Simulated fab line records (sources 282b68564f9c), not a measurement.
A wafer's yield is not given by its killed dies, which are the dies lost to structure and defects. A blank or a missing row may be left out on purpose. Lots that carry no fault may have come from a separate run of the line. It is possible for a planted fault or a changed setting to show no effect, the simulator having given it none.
The tool behind it: which one? + flow rit-cmos + 14 lots with 42 wafers sampled at 2 steps, on a route of 202 steps

WHAT THE GAUGES SHOWED, per wafer
No reading from a measuring or inspecting step in the record can be judged against a usual standard deviation.

WHICH TOOL RAN EACH LOT (tool, then ch and the chambers of the sampled wafers, then the start)
| lot  | RIT_SPACER_ETCHBACK_05            | RIT_M1_PROBE_99        |
|------|-----------------------------------|------------------------|
| L959 | rie-diel-01 ch 0,1, day 3 08:46   | prober-02, day 3 20:27 |
| L960 | rie-diel-02 ch 2,3, day 3 14:41   | prober-01, day 4 01:47 |
| L961 | rie-diel-03 ch 0,2, day 3 18:27   | prober-02, day 4 05:36 |
| L962 | rie-diel-02 ch 1,3, day 3 20:58   | prober-01, day 4 08:20 |
| L963 | rie-diel-02 ch 0,2,3, day 4 03:52 | prober-02, day 4 15:38 |
| L964 | rie-diel-02 ch 0,1,2, day 4 14:29 | prober-01, day 5 01:40 |
| L965 | rie-diel-02 ch 0,1,2, day 4 22:34 | prober-02, day 5 09:40 |
| L966 | rie-diel-03 ch 0,1, day 4 22:49   | prober-01, day 5 11:10 |
| L968 | rie-diel-03 ch 2,3, day 5 10:37   | prober-01, day 5 22:58 |
| L969 | rie-diel-03 ch 0,2, day 5 22:10   | prober-02, day 6 09:28 |
| L971 | rie-diel-03 ch 0,1,3, day 6 10:34 | prober-02, day 6 21:38 |
| L979 | rie-diel-02 ch 2,3, day 7 19:03   | prober-01, day 8 07:00 |
| L978 | rie-diel-01 ch 0,1, day 7 21:44   | prober-02, day 8 09:30 |
| L982 | rie-diel-01 ch 1,2, day 8 02:59   | prober-01, day 8 14:37 |
- RIT_SPACER_ETCHBACK_05: etches Si3N4 in SF6/CHF3, stops on SiO2, target depth 250 nm, time 240 s.
- RIT_M1_PROBE_99

WHAT THE TOOLS THEMSELVES READ (means of the sampled wafers that have a number; where no wafer has one, the mark that the record gives instead)
RIT_SPACER_ETCHBACK_05.
| lot  | tool        | drypump-motor-current-A (A) | oes-product-au (a.u.) | throttle-valve-pct (%) |
|------|-------------|-----------------------------|-----------------------|------------------------|
| L959 | rie-diel-01 | 6.2                         | 0.844                 | 10.47                  |
| L960 | rie-diel-02 | 6.0                         | 0.859                 | 10.34                  |
| L961 | rie-diel-03 | 6.2                         | 0.839                 | 10.23                  |
| L962 | rie-diel-02 | 6.3                         | 0.852                 | 10.09                  |
| L963 | rie-diel-02 | 5.8                         | 0.864                 | 10.32                  |
| L964 | rie-diel-02 | 6.0                         | 0.858                 | 10.36                  |
| L965 | rie-diel-02 | 6.0                         | 0.856                 | 10.35                  |
| L966 | rie-diel-03 | 6.1                         | 0.838                 | 9.98                   |
| L968 | rie-diel-03 | 5.8                         | 0.848                 | 10.47                  |
| L969 | rie-diel-03 | 6.0                         | 0.786                 | 10.36                  |
| L971 | rie-diel-03 | 6.1                         | 0.756                 | 10.11                  |
| L979 | rie-diel-02 | 5.9                         | 0.868                 | 10.22                  |
| L978 | rie-diel-01 | 6.1                         | 0.845                 | 10.51                  |
| L982 | rie-diel-01 | 5.7                         | 0.845                 | 10.13                  |

RIT_M1_PROBE_99.
| lot  | tool      | killed-at-contacts | killed-at-front-end | killed-dies | killed-on-rim | killed-open | killed-short |
|------|-----------|--------------------|---------------------|-------------|---------------|-------------|--------------|
| L959 | prober-02 | 0.3                | 7.0                 | 7.3         | 0.3           | 6.0         | 1.3          |
| L960 | prober-01 | 0.3                | 7.0                 | 7.3         | 1.0           | 3.3         | 4.0          |
| L961 | prober-02 | 0.0                | 12.7                | 12.7        | 2.0           | 6.0         | 6.7          |
| L962 | prober-01 | 0.0                | 6.3                 | 6.3         | 1.3           | 3.0         | 3.3          |
| L963 | prober-02 | 0.0                | 7.0                 | 7.0         | 2.3           | 4.0         | 3.0          |
| L964 | prober-01 | 0.0                | 6.3                 | 6.3         | 3.0           | 3.3         | 3.0          |
| L965 | prober-02 | 0.0                | 8.0                 | 8.0         | 1.7           | 3.3         | 4.7          |
| L966 | prober-01 | 0.0                | 6.7                 | 6.7         | 1.0           | 3.0         | 3.0          |
| L968 | prober-01 | 0.3                | 6.3                 | 6.7         | 1.7           | 2.3         | 3.0          |
| L969 | prober-02 | 0.0                | 264.0               | 264.0       | 70.0          | 2.7         | 1.7          |
| L971 | prober-02 | 0.0                | 264.0               | 264.0       | 70.0          | 4.0         | 5.0          |
| L979 | prober-01 | 0.0                | 6.0                 | 6.0         | 1.0           | 2.0         | 4.0          |
| L978 | prober-02 | 0.0                | 10.3                | 10.3        | 2.0           | 5.3         | 5.0          |
| L982 | prober-01 | 0.0                | 6.0                 | 6.0         | 0.7           | 4.0         | 2.0          |

THE ANSWER, worked out from the rows above alone
Rule: what is usual is taken from the lots themselves. The widest of any qualifying gaps counts: lots, ordered by their means at a reading, are off when they make up no more than a third of the lots, leave a main group of 4 or more, and stand apart from it by 3 or more times the standard deviation of that group's means. A main group whose means are all the same, to the digits that the tables above print for the reading, isn't used. A lot without any number at a reading at which 4 lots or more have one is off too. The other lots that the step has rows for count as sound. The gauges are gone through in route order, then the tools' own readings, and for those a lot's mean is taken as printed above. The first step at which some lot is off is used, and at that step the reading that is off furthest; a lot without a number counts as furthest.
Off: L969, L971, at RIT_SPACER_ETCHBACK_05 (oes-product-au). For the main group the mean is 0.851 a.u. and the standard deviation 0.0093.
A tool fits if, at that step or a process step before it, it ran every lot that is off, and no sound lot after the first of them. One fits: rie-diel-03 at RIT_SPACER_ETCHBACK_05. Its last sound lot is L968 (day 5 10:37), its first lot that is off L969 (day 5 22:10): a fault that began between those two fits.
On the lots that are off, the tool's own readings at RIT_SPACER_ETCHBACK_05 differ by more than 5 times the standard deviation of the sound lots' means, which bears it out; oes-product-au reads 0.771 a.u. there versus 0.851 a.u. on the sound lots.

WHAT HAD BEEN PUT IN BY THE SIMULATOR
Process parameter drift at RIT_SPACER_ETCHBACK_05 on rie-diel-03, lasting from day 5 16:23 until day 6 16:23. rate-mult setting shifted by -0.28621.
Lots struck among those shown: L969, L971. The rule above reached the same finding.
